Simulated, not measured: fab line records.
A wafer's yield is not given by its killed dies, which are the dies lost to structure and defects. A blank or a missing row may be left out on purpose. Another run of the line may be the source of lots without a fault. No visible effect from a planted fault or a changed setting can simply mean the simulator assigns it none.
What tool caused it? + flow berkeleyCmos170 + Sampling: 14 lots, 42 wafers, 6 of 331 route steps

## WHAT THE GAUGES SHOWED, per wafer
UCB170_FIELD_THK_MEAS_02. Usual: for FIELD_OXIDE_THK the level is 566 nm and the standard deviation is 10.
| lot  | measured     | on           | FIELD_OXIDE_THK (nm) | flag |
|------|--------------|--------------|----------------------|------|
| L759 | day 5 12:41  | filmMetro-04 | 573 566 578          |      |
| L758 | day 5 12:43  | filmMetro-03 | 560 556 551          |      |
| L763 | day 6 03:56  | filmMetro-02 | 570 559 570          |      |
| L762 | day 6 03:58  | filmMetro-04 | 555 567 572          |      |
| L766 | day 6 19:02  | filmMetro-04 | 571 565 570          |      |
| L767 | day 6 19:02  | filmMetro-03 | 572 570 568          |      |
| L765 | day 6 19:05  | filmMetro-02 | 583 574 562          |      |
| L764 | day 6 19:06  | filmMetro-04 | 559 563 567          |      |
| L768 | day 7 07:12  | filmMetro-04 | 578 569 580          |      |
| L774 | day 8 19:27  | filmMetro-04 | 572 580 571          |      |
| L775 | day 9 07:38  | filmMetro-03 | 552 559 562          |      |
| L776 | day 9 07:39  | filmMetro-02 | 564 569 555          |      |
| L780 | day 9 18:09  | filmMetro-03 | 566 556 570          |      |
| L781 | day 10 03:11 | filmMetro-03 | 577 580 569          |      |

UCB170_GATE_THK_MEAS_02. Usual: for GATE_OXIDE_THK the level is 6.58 nm and the standard deviation is 0.15.
| lot  | measured     | on           | GATE_OXIDE_THK (nm) | flag |
|------|--------------|--------------|---------------------|------|
| L759 | day 6 23:49  | filmMetro-02 | 6.48 6.46 6.61      |      |
| L758 | day 6 23:47  | filmMetro-01 | 6.73 6.83 6.76      |      |
| L763 | day 7 13:10  | filmMetro-03 | 6.70 6.63 6.74      |      |
| L762 | day 7 13:10  | filmMetro-02 | 6.60 6.74 6.58      |      |
| L766 | day 8 04:19  | filmMetro-03 | 6.42 6.54 6.45      |      |
| L767 | day 8 04:15  | filmMetro-01 | 6.53 6.74 6.62      |      |
| L765 | day 8 04:16  | filmMetro-03 | 6.44 6.51 6.50      |      |
| L764 | day 8 04:16  | filmMetro-02 | 6.44 6.49 6.47      |      |
| L768 | day 8 16:28  | filmMetro-01 | 6.79 6.90 6.75      |      |
| L774 | day 10 06:44 | filmMetro-01 | 6.33 6.47 6.36      |      |
| L775 | day 10 18:28 | filmMetro-03 | 6.61 6.57 6.58      |      |
| L776 | day 10 18:28 | filmMetro-01 | 6.69 6.61 6.68      |      |
| L780 | day 11 05:13 | filmMetro-02 | 6.48 6.33 6.38      |      |
| L781 | day 11 12:53 | filmMetro-01 | 6.77 6.59 6.66      |      |

UCB170_PLDD_TW_MEAS_11. Usual: for PLDD_TW the level is 1004 and the standard deviation is 11.
| lot  | measured     | on           | PLDD_TW        | flag |
|------|--------------|--------------|----------------|------|
| L759 | day 7 11:07  | filmMetro-04 | 1013 1017 1018 |      |
| L758 | day 7 10:55  | filmMetro-04 | 1013 1015 1011 |      |
| L763 | day 7 23:38  | filmMetro-04 | 1014 1022 1014 |      |
| L762 | day 7 23:53  | filmMetro-04 | 1016 1015 1013 |      |
| L766 | day 8 15:33  | filmMetro-04 | 1014 1014 1011 |      |
| L767 | day 8 16:02  | filmMetro-04 | 1005 1003 1001 |      |
| L765 | day 8 15:48  | filmMetro-02 | 999 997 1001   |      |
| L764 | day 8 15:17  | filmMetro-01 | 1016 1017 1016 |      |
| L768 | day 9 10:37  | filmMetro-02 | 993 992 991    |      |
| L774 | day 10 17:45 | filmMetro-02 | 1036 1041 1036 | OFF  |
| L775 | day 11 03:43 | filmMetro-02 | 991 997 991    |      |
| L776 | day 11 03:29 | filmMetro-04 | 1055 1051 1052 | OFF  |
| L780 | day 11 17:25 | filmMetro-01 | 1009 1007 1011 |      |
| L781 | day 11 22:41 | filmMetro-02 | 983 989 991    |      |

UCB170_SDANNEAL_RS_MEAS_04: uses a four-point probe to measure. Usual: for PLDD_RS the level is 1032.7 ohm/sq and the standard deviation is 2.6.
| lot  | measured     | on           | PLDD_RS (ohm/sq)     | flag |
|------|--------------|--------------|----------------------|------|
| L759 | day 8 11:11  | filmMetro-04 | 1030.1 1029.5 1028.0 |      |
| L758 | day 8 10:08  | filmMetro-01 | 1032.7 1032.4 1030.0 |      |
| L763 | day 8 14:29  | filmMetro-01 | 1031.9 1031.8 1030.5 |      |
| L762 | day 8 14:50  | filmMetro-02 | 1034.1 1035.9 1032.3 |      |
| L766 | day 9 10:25  | filmMetro-04 | 1031.1 1031.9 1034.7 |      |
| L767 | day 9 10:40  | filmMetro-01 | 1032.9 1035.0 1034.9 |      |
| L765 | day 9 10:02  | filmMetro-02 | 1028.4 1029.8 1027.1 |      |
| L764 | day 9 09:17  | filmMetro-01 | 1035.1 1033.1 1034.0 |      |
| L768 | day 10 04:23 | filmMetro-04 | 1032.8 1031.6 1033.4 |      |
| L774 | day 11 07:46 | filmMetro-02 | 926.1 924.7 926.1    | OFF  |
| L775 | day 11 18:01 | filmMetro-04 | 1028.8 1029.3 1030.9 |      |
| L776 | day 11 18:25 | filmMetro-01 | 924.4 924.3 923.8    | OFF  |
| L780 | day 12 05:07 | filmMetro-02 | 1038.0 1036.1 1033.0 |      |
| L781 | day 12 10:42 | filmMetro-01 | 1036.1 1034.6 1035.9 |      |

## WHICH TOOL RAN EACH LOT (tool, then ch and the chambers of the sampled wafers, then the start)
| lot  | UCB170_NVT_STRIP_08                 | UCB170_PLDD_IMPLANT_08          |
|------|-------------------------------------|---------------------------------|
| L759 | plasmaAsher-04 ch 0,1, day 6 14:22  | implanter-03 ch 0, day 7 10:43  |
| L758 | plasmaAsher-01 ch 0,1, day 6 13:52  | implanter-01 ch 0, day 7 10:33  |
| L763 | plasmaAsher-04 ch 0,1, day 7 06:44  | implanter-04 ch 0, day 7 23:14  |
| L762 | plasmaAsher-01 ch 0,1, day 7 06:58  | implanter-01 ch 0, day 7 23:29  |
| L766 | plasmaAsher-01 ch 0,1, day 7 20:17  | implanter-03 ch 0, day 8 15:09  |
| L767 | plasmaAsher-04 ch 0,1, day 7 19:53  | implanter-01 ch 0, day 8 15:38  |
| L765 | plasmaAsher-01 ch 1, day 7 19:41    | implanter-04 ch 0, day 8 15:25  |
| L764 | plasmaAsher-03 ch 0, day 7 20:02    | implanter-01 ch 0, day 8 14:53  |
| L768 | plasmaAsher-03 ch 0, day 8 10:32    | implanter-03 ch 0, day 9 08:09  |
| L774 | plasmaAsher-01 ch 0,1, day 9 21:36  | implanter-04 ch 0, day 10 17:21 |
| L775 | plasmaAsher-03 ch 0,1, day 10 09:48 | implanter-01 ch 0, day 11 03:21 |
| L776 | plasmaAsher-01 ch 0,1, day 10 09:59 | implanter-04 ch 0, day 11 03:08 |
| L780 | plasmaAsher-01 ch 0,1, day 10 21:20 | implanter-03 ch 0, day 11 17:02 |
| L781 | plasmaAsher-04 ch 0,1, day 11 02:41 | implanter-03 ch 0, day 11 22:18 |
- UCB170_NVT_STRIP_08: strips in O2.
- UCB170_PLDD_IMPLANT_08

## WHAT THE TOOLS THEMSELVES READ (means of the sampled wafers that have a number; where no wafer has one, the mark that the record gives instead)
UCB170_NVT_STRIP_08. Usual: drypumpMotorCurrentA 5.6 A, standard deviation 0.67; oesProductAu 0.735 a.u., standard deviation 0.0043; stripTimeToEndpointS 21.60 s, standard deviation 0.062.
| lot  | tool           | drypumpMotorCurrentA (A) | oesProductAu (a.u.) | stripTimeToEndpointS (s) | flag |
|------|----------------|--------------------------|---------------------|--------------------------|------|
| L759 | plasmaAsher-04 | 5.6                      | 0.740               | 21.70                    |      |
| L758 | plasmaAsher-01 | 5.9                      | 0.732               | 21.61                    |      |
| L763 | plasmaAsher-04 | 5.6                      | 0.732               | 21.60                    |      |
| L762 | plasmaAsher-01 | 5.8                      | 0.737               | 21.61                    |      |
| L766 | plasmaAsher-01 | 6.2                      | 0.740               | 21.71                    |      |
| L767 | plasmaAsher-04 | 5.1                      | 0.730               | 21.61                    |      |
| L765 | plasmaAsher-01 | 5.5                      | 0.734               | 21.70                    |      |
| L764 | plasmaAsher-03 | 5.9                      | 0.738               | 21.63                    |      |
| L768 | plasmaAsher-03 | 5.9                      | 0.736               | 21.58                    |      |
| L774 | plasmaAsher-01 | 5.9                      | 0.736               | 21.59                    |      |
| L775 | plasmaAsher-03 | 5.6                      | 0.739               | 21.58                    |      |
| L776 | plasmaAsher-01 | 5.9                      | 0.736               | 21.59                    |      |
| L780 | plasmaAsher-01 | 5.9                      | 0.734               | 21.50                    |      |
| L781 | plasmaAsher-04 | 5.6                      | 0.730               | 21.65                    |      |

UCB170_PLDD_IMPLANT_08. Usual: doseIonsCm2 4.999e+13, standard deviation 5.5e+10; faradayCurrentUA 158, standard deviation 3.1.
| lot  | tool         | doseIonsCm2 | faradayCurrentUA | flag |
|------|--------------|-------------|------------------|------|
| L759 | implanter-03 | 5.002e+13   | 157              |      |
| L758 | implanter-01 | 5.000e+13   | 156              |      |
| L763 | implanter-04 | 4.998e+13   | 159              |      |
| L762 | implanter-01 | 4.998e+13   | 157              |      |
| L766 | implanter-03 | 4.995e+13   | 158              |      |
| L767 | implanter-01 | 4.993e+13   | 159              |      |
| L765 | implanter-04 | 4.998e+13   | 158              |      |
| L764 | implanter-01 | 4.996e+13   | 158              |      |
| L768 | implanter-03 | 4.995e+13   | 159              |      |
| L774 | implanter-04 | 6.496e+13   | 202              | OFF  |
| L775 | implanter-01 | 4.997e+13   | 160              |      |
| L776 | implanter-04 | 6.496e+13   | 200              | OFF  |
| L780 | implanter-03 | 5.002e+13   | 158              |      |
| L781 | implanter-03 | 4.999e+13   | 157              |      |

## THE ANSWER, worked out from the rows above alone
Rule: a lot is off if the mean of its wafers that have a number lies more than 3 standard deviations from the usual mean. A lot without any number at a reading at which 4 lots or more have one is off too. Any other lot the step has rows for is counted as sound. Order of review: gauges by route order, followed by the tools' own readings, for which a lot's mean as printed above is used. The first step at which some lot is off is used, and at that step the reading that is off furthest; a lot without a number counts as furthest.
Off: L774, L776, at UCB170_PLDD_TW_MEAS_11 (PLDD_TW).
If a tool, at a process step before that reading, ran all the lots that are off and no sound lot after the first of them, it fits. Not tried: the gauges at UCB170_PLDD_TW_MEAS_11; whatever is off there is also off at UCB170_PLDD_IMPLANT_08, on other tools, and gauge error can't account for it. One fits: implanter-04 at UCB170_PLDD_IMPLANT_08. A fault onset in the window from L765 (day 8 15:25, its last sound lot) to L774 (day 10 17:21, its first lot off) fits.
The tool's own readings at UCB170_PLDD_IMPLANT_08 bear it out: on the lots that are off they differ by more than 5 times the standard deviation of the sound lots' means. doseIonsCm2 reads 6.496e+13 there against 4.998e+13 on the sound lots; faradayCurrentUA reads 201 there against 158 on the sound lots.

## WHAT THE SIMULATOR HAD INSERTED
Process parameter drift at UCB170_PLDD_IMPLANT_08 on implanter-04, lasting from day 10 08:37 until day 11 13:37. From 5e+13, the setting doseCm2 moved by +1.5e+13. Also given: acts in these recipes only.
Shown lots that were struck: L774, L776. This agrees with what the rule above found.
